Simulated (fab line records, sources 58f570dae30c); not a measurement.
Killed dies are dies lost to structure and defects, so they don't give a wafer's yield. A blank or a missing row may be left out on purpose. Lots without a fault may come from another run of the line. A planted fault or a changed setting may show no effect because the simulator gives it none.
Which tool did it? | flow berkeley_cmos170 | 14 lots, 42 wafers sampled, at 5 steps of a route of 331

WHAT THE GAUGES READ, wafer by wafer
UCB170_WELLDRIVE_THK_MEAS_02. Usual: WELLDRIVE_OXIDE_THK 198 nm, standard deviation 3.6.
lot  | measured    | on            | WELLDRIVE_OXIDE_THK (nm) | flag
L208 | day 4 04:55 | film_metro-01 | 198 198 200              |
L207 | day 4 11:27 | film_metro-01 | 198 200 196              |
L209 | day 4 11:27 | film_metro-04 | 197 195 197              |
L210 | day 5 07:29 | film_metro-03 | 198 197 197              |
L211 | day 5 07:29 | film_metro-01 | 195 194 192              |
L218 | day 6 23:29 | film_metro-04 | 199 200 198              |
L221 | day 7 10:30 | film_metro-04 | 194 196 193              |
L222 | day 7 10:31 | film_metro-01 | 195 197 199              |
L223 | day 7 18:53 | film_metro-01 | 193 192 196              |
L224 | day 7 18:53 | film_metro-03 | 194 194 195              |
L226 | day 8 08:54 | film_metro-04 | 201 195 201              |
L228 | day 8 08:54 | film_metro-03 | 198 197 205              |
L229 | day 8 08:58 | film_metro-01 | 200 198 199              |
L227 | day 8 08:59 | film_metro-03 | 196 192 197              |

UCB170_GATE_THK_MEAS_02. Usual: GATE_OXIDE_THK 6.54 nm, standard deviation 0.11.
lot  | measured     | on            | GATE_OXIDE_THK (nm) | flag
L208 | day 7 03:42  | film_metro-01 | 6.47 6.39 6.34      |
L207 | day 7 03:42  | film_metro-03 | 6.52 6.46 6.60      |
L209 | day 7 03:46  | film_metro-01 | 6.48 6.36 6.54      |
L210 | day 8 12:44  | film_metro-01 | 6.41 6.56 6.61      |
L211 | day 8 12:46  | film_metro-04 | 6.30 6.51 6.38      |
L218 | day 10 00:42 | film_metro-04 | 6.39 6.39 6.25      |
L221 | day 10 09:42 | film_metro-03 | 7.95 8.01 8.09      | OFF
L222 | day 10 09:43 | film_metro-01 | 7.52 6.94 6.85      | OFF
L223 | day 10 21:51 | film_metro-01 | 6.74 6.67 6.57      |
L224 | day 10 21:52 | film_metro-03 | 6.57 6.48 6.57      |
L226 | day 11 14:15 | film_metro-01 | 6.46 6.51 6.47      |
L228 | day 11 14:19 | film_metro-01 | 6.69 6.65 6.61      |
L229 | day 11 14:15 | film_metro-04 | 6.71 6.61 6.80      |
L227 | day 11 14:16 | film_metro-03 | 6.51 6.67 6.63      |

UCB170_CONTACT_OVL_MEAS_16. Usual: CONTACT_OVL 1 nm, standard deviation 5.1.
lot  | measured     | on         | CONTACT_OVL (nm) | flag
L208 | day 8 10:10  | overlay-02 | 7 -4 9           |
L207 | day 8 08:14  | overlay-02 | -5 7 -4          |
L209 | day 8 10:56  | overlay-01 | 5 -1 3           |
L210 | day 10 03:13 | overlay-01 | -8 -2 -2         |
L211 | day 10 03:20 | overlay-02 | 1 -1 0           |
L218 | day 11 16:51 | overlay-02 | 1 3 5            |
L221 | day 12 01:29 | overlay-02 | 7 -1 10          |
L222 | day 12 03:26 | overlay-02 | 3 -1 -5          |
L223 | day 12 10:13 | overlay-02 | -8 -7 3          |
L224 | day 12 13:05 | overlay-02 | -2 5 5           |
L226 | day 13 01:19 | overlay-01 | 3 -4 0           |
L228 | day 13 02:14 | overlay-02 | 1 1 2            |
L229 | day 13 01:33 | overlay-02 | -1 -2 -6         |
L227 | day 13 00:10 | overlay-01 | -4 5 1           |

UCB170_V1_BOW_MEAS_03. Usual: V1_BOW 19 um, standard deviation 6.7.
lot  | measured     | on            | V1_BOW (um) | flag
L208 | day 8 14:22  | film_metro-01 | 13 24 3     |
L207 | day 8 13:02  | film_metro-01 | 16 19 30    |
L209 | day 8 15:59  | film_metro-04 | 27 25 12    |
L210 | day 10 20:58 | film_metro-02 | 28 23 32    |
L211 | day 10 21:23 | film_metro-01 | 16 9 12     |
L218 | day 11 21:56 | film_metro-01 | 16 13 15    |
L221 | day 12 06:37 | film_metro-02 | 37 17 13    |
L222 | day 12 12:02 | film_metro-02 | 25 24 17    |
L223 | day 12 15:34 | film_metro-02 | 28 25 17    |
L224 | day 12 17:53 | film_metro-04 | 11 15 17    |
L226 | day 13 06:08 | film_metro-04 | 6 15 7      |
L228 | day 13 07:40 | film_metro-01 | 30 14 3     |
L229 | day 13 07:29 | film_metro-02 | 5 21 9      |
L227 | day 13 04:38 | film_metro-01 | 22 21 15    |

WHICH TOOL RAN EACH LOT (tool, then ch and the chambers of the sampled wafers, then the start)
lot  | UCB170_GATE_OXIDATION_01
L208 | furnace-04 ch 0, day 7 02:12
L207 | furnace-04 ch 0, day 7 02:12
L209 | furnace-04 ch 0, day 7 02:12
L210 | furnace-04 ch 0, day 8 11:14
L211 | furnace-04 ch 0, day 8 11:14
L218 | furnace-02 ch 0, day 9 23:08
L221 | furnace-04 ch 0, day 10 08:12
L222 | furnace-04 ch 0, day 10 08:12
L223 | furnace-02 ch 0, day 10 20:21
L224 | furnace-02 ch 0, day 10 20:21
L226 | furnace-01 ch 0, day 11 12:45
L228 | furnace-01 ch 0, day 11 12:45
L229 | furnace-01 ch 0, day 11 12:45
L227 | furnace-01 ch 0, day 11 12:45
- UCB170_GATE_OXIDATION_01: target thk 6.6 nm, ox time 1800 s.

WHAT THE TOOLS THEMSELVES READ (means of the sampled wafers that have a number; where no wafer has one, the mark that the record gives instead)
UCB170_GATE_OXIDATION_01. Usual: spike_tc_centre_C 852.3 C, standard deviation 1.2; zone_power_centre_pct 39.3 %, standard deviation 0.91; zone_power_load_pct 24.3 %, standard deviation 0.89.
lot  | tool       | spike_tc_centre_C (C) | zone_power_centre_pct (%) | zone_power_load_pct (%) | flag
L208 | furnace-04 | 851.4                 | 39.3                      | 23.5                    |
L207 | furnace-04 | 851.0                 | 39.1                      | 23.3                    |
L209 | furnace-04 | 851.3                 | 38.6                      | 23.7                    |
L210 | furnace-04 | 850.9                 | 38.8                      | 23.6                    |
L211 | furnace-04 | 852.3                 | 38.9                      | 23.6                    |
L218 | furnace-02 | 852.4                 | 38.5                      | 24.2                    |
L221 | furnace-04 | 880.1                 | 49.4                      | 22.0                    | OFF
L222 | furnace-04 | 879.8                 | 50.0                      | 22.1                    | OFF
L223 | furnace-02 | 852.8                 | 38.5                      | 24.3                    |
L224 | furnace-02 | 852.6                 | 38.3                      | 24.0                    |
L226 | furnace-01 | 853.5                 | 40.3                      | 25.6                    |
L228 | furnace-01 | 852.2                 | 40.7                      | 25.8                    |
L229 | furnace-01 | 852.8                 | 40.5                      | 25.6                    |
L227 | furnace-01 | 853.7                 | 40.6                      | 25.6                    |

THE ANSWER, worked out from the rows above alone
Rule: a lot is off if the mean of its wafers that have a number lies more than 3 standard deviations from the usual mean. A lot without any number at a reading at which 4 lots or more have one is off too. The other lots that the step has rows for count as sound. The gauges are gone through in route order, then the tools' own readings, and for those a lot's mean is taken as printed above. The first step at which some lot is off is used, and at that step the reading that is off furthest; a lot without a number counts as furthest.
Off: L221, L222, at UCB170_GATE_THK_MEAS_02 (GATE_OXIDE_THK).
A tool fits if, at a process step before that reading, it ran every lot that is off, and no sound lot after the first of them. The gauges at UCB170_GATE_THK_MEAS_02 aren't tried: what is off there is off at UCB170_GATE_OXIDATION_01 too, on other tools, and a gauge's error can't cause that. One fits: furnace-04 at UCB170_GATE_OXIDATION_01. Its last sound lot is L210 (day 8 11:14), its first lot that is off L221 (day 10 08:12): a fault that began between those two fits.
The tool's own readings at UCB170_GATE_OXIDATION_01 bear it out: on the lots that are off they differ by more than 5 times the standard deviation of the sound lots' means. spike_tc_centre_C reads 880.0 C there against 852.2 C on the sound lots; zone_power_centre_pct reads 49.7 % there against 39.3 % on the sound lots.

WHAT THE SIMULATOR HAD PUT IN
Process parameter drift: furnace-04, from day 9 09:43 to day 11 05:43, at UCB170_GATE_OXIDATION_01. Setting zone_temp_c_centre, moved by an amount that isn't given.
Lots struck among those shown: L221, L222. The rule above found the same.
